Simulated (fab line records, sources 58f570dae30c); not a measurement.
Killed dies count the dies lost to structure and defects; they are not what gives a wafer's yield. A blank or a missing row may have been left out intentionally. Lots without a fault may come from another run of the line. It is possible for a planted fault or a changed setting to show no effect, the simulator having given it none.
What tool caused it? | flow berkeley cmos170 | 37 wafers from 13 lots sampled at 4 of the route's 331 steps

WHAT EACH GAUGE READ, for each wafer
UCB170_SDANNEAL_RS_MEAS_05: uses a four-point probe to measure. Usual: NLDD_RS typically reads 616.9 ohm/sq, with standard deviation 1.2.
lot  | measured     | on            | NLDD_RS (ohm/sq)  | flag
L522 | day 7 17:59  | film metro-04 | 616.6 617.3 617.5 |
L524 | day 8 03:44  | film metro-02 | 614.8 617.1 616.1 |
L528 | day 9 14:59  | film metro-04 | 618.4 616.7 618.3 |
L529 | day 9 15:34  | film metro-03 | 617.2 616.8 616.8 |
L530 | day 9 16:01  | film metro-04 | 618.2 618.6 618.3 |
L532 | day 10 05:35 | film metro-04 | 617.9 616.8 616.6 |
L534 | day 10 05:58 | film metro-03 | 618.2 618.1 618.7 |
L533 | day 10 06:21 | film metro-02 | 618.2 617.9 616.2 |
L535 | day 10 18:19 | film metro-03 | 618.7 617.9 618.5 |
L537 | day 10 18:43 | film metro-04 | 616.8 616.7 617.3 |
L539 | day 11 16:59 | film metro-03 | 618.1 618.2 618.1 |
L541 | day 12 00:26 | film metro-02 | 616.4             |
L544 | day 13 00:55 | film metro-03 | 617.2 618.1 616.9 |

UCB170_M3_OVL_MEAS_16. Usual: M3_OVL typically reads -1 nm, with standard deviation 6.
lot  | measured     | on         | M3_OVL (nm) | flag
L522 | day 8 15:24  | overlay-02 | 5 10 4      |
L524 | day 9 05:20  | overlay-01 | -6 0 -7     |
L528 | day 10 11:31 | overlay-02 | 6 2 4       |
L529 | day 10 16:14 | overlay-02 | -3 -1 0     |
L530 | day 10 17:15 | overlay-02 | -9 -15 -12  |
L532 | day 11 02:27 | overlay-02 | -7 -3 -2    |
L534 | day 11 00:43 | overlay-02 | 1 -8 2      |
L533 | day 11 04:07 | overlay-02 | -4 0 0      |
L535 | day 11 16:19 | overlay-02 | 11 10 -2    |
L537 | day 11 14:04 | overlay-01 | -8 -6 -13   |
L539 | day 12 15:55 | overlay-02 | -3 -10 2    |
L541 | day 12 21:14 | overlay-02 | 1           |
L544 | day 14 01:46 | overlay-02 | 0 -7 -7     |

WHICH TOOL RAN EACH LOT (tool, then ch and the chambers of the sampled wafers, then the start)
lot  | UCB170_M2_STRIP_19                   | UCB170_V2_CMP_02
L522 | plasma asher-04 ch 0,1, day 8 10:18  | cmp-02 ch 0,1,3, day 8 10:47
L524 | plasma asher-03 ch 0,1, day 9 00:02  | cmp-02 ch 1,3, day 9 00:32
L528 | plasma asher-01 ch 0,1, day 10 05:00 | cmp-02 ch 1,2, day 10 05:29
L529 | plasma asher-04 ch 0,1, day 10 10:41 | cmp-02 ch 0,1, day 10 11:07
L530 | plasma asher-04 ch 0,1, day 10 11:26 | cmp-01 ch 2,3, day 10 11:50
L532 | plasma asher-01 ch 0, day 10 21:05   | cmp-02 ch 2,3, day 10 21:31
L534 | plasma asher-04 ch 0,1, day 10 19:54 | cmp-01 ch 0,1,2, day 10 20:23
L533 | plasma asher-04 ch 0,1, day 10 22:50 | cmp-01 ch 1,2,3, day 10 23:16
L535 | plasma asher-01 ch 0,1, day 11 10:48 | cmp-01 ch 1,2, day 11 11:17
L537 | plasma asher-01 ch 0,1, day 11 08:16 | cmp-01 ch 0,1,2, day 11 08:43
L539 | plasma asher-01 ch 0,1, day 12 09:10 | cmp-01 ch 0,3, day 12 09:34
L541 | plasma asher-01 ch 1, day 12 15:07   | cmp-01 ch 0, day 12 15:44
L544 | plasma asher-01 ch 0,1, day 13 19:40 | cmp-02 ch 0,1,3, day 13 20:05
- UCB170_M2_STRIP_19: strips in O2.
- UCB170_V2_CMP_02: polishes SiO2.

AS READ BY THE TOOLS THEMSELVES (means over the sampled wafers that have a number; for cases with no such wafer, the mark the record gives instead)
UCB170_M2_STRIP_19. Usual: drypump motor current A 5.50 A, standard deviation 0.16; oes product au 0.567 a.u., standard deviation 0.016.
lot  | tool            | drypump motor current A (A) | oes product au (a.u.) | flag
L522 | plasma asher-04 | 5.58                        | 0.580                 |
L524 | plasma asher-03 | 5.45                        | 0.558                 |
L528 | plasma asher-01 | 5.43                        | 0.565                 |
L529 | plasma asher-04 | 5.56                        | 0.580                 |
L530 | plasma asher-04 | 5.72                        | 0.571                 |
L532 | plasma asher-01 | 5.39                        | 0.562                 |
L534 | plasma asher-04 | 5.72                        | 0.590                 |
L533 | plasma asher-04 | 5.59                        | 0.567                 |
L535 | plasma asher-01 | 5.42                        | 0.559                 |
L537 | plasma asher-01 | 5.41                        | 0.571                 |
L539 | plasma asher-01 | 5.41                        | 0.553                 |
L541 | plasma asher-01 | 5.45                        | 0.560                 |
L544 | plasma asher-01 | 5.42                        | 0.545                 |

UCB170_V2_CMP_02. Usual: motor current A at 16.7 A, with a standard deviation of 1.5.
lot  | tool   | motor current A (A) | flag
L522 | cmp-02 | 17.0                |
L524 | cmp-02 | 16.9                |
L528 | cmp-02 | 17.6                |
L529 | cmp-02 | 17.9                |
L530 | cmp-01 | 15.3                |
L532 | cmp-02 | 17.1                |
L534 | cmp-01 | 16.7                |
L533 | cmp-01 | 16.2                |
L535 | cmp-01 | 17.2                |
L537 | cmp-01 | 17.2                |
L539 | cmp-01 | 16.1                |
L541 | cmp-01 | 17.8                |
L544 | cmp-02 | 16.9                |

THE ANSWER, worked out from the rows above alone
Rule: a lot counts as off when the mean over its wafers that have a number is more than 3 standard deviations away from the usual mean. Also off: a lot with no number at a reading for which 4 or more lots have one. Any other lot the step has rows for is counted as sound. After the gauges, taken in route order, come the tools' own readings; for these a lot's mean is taken, as printed above. At the first step where some lot is off, the reading lying furthest off is the one used; lots without a number count as furthest.
No lot is off on any of the readings shown, so nothing can be concluded from this.

WHAT THE SIMULATOR HAD INSERTED
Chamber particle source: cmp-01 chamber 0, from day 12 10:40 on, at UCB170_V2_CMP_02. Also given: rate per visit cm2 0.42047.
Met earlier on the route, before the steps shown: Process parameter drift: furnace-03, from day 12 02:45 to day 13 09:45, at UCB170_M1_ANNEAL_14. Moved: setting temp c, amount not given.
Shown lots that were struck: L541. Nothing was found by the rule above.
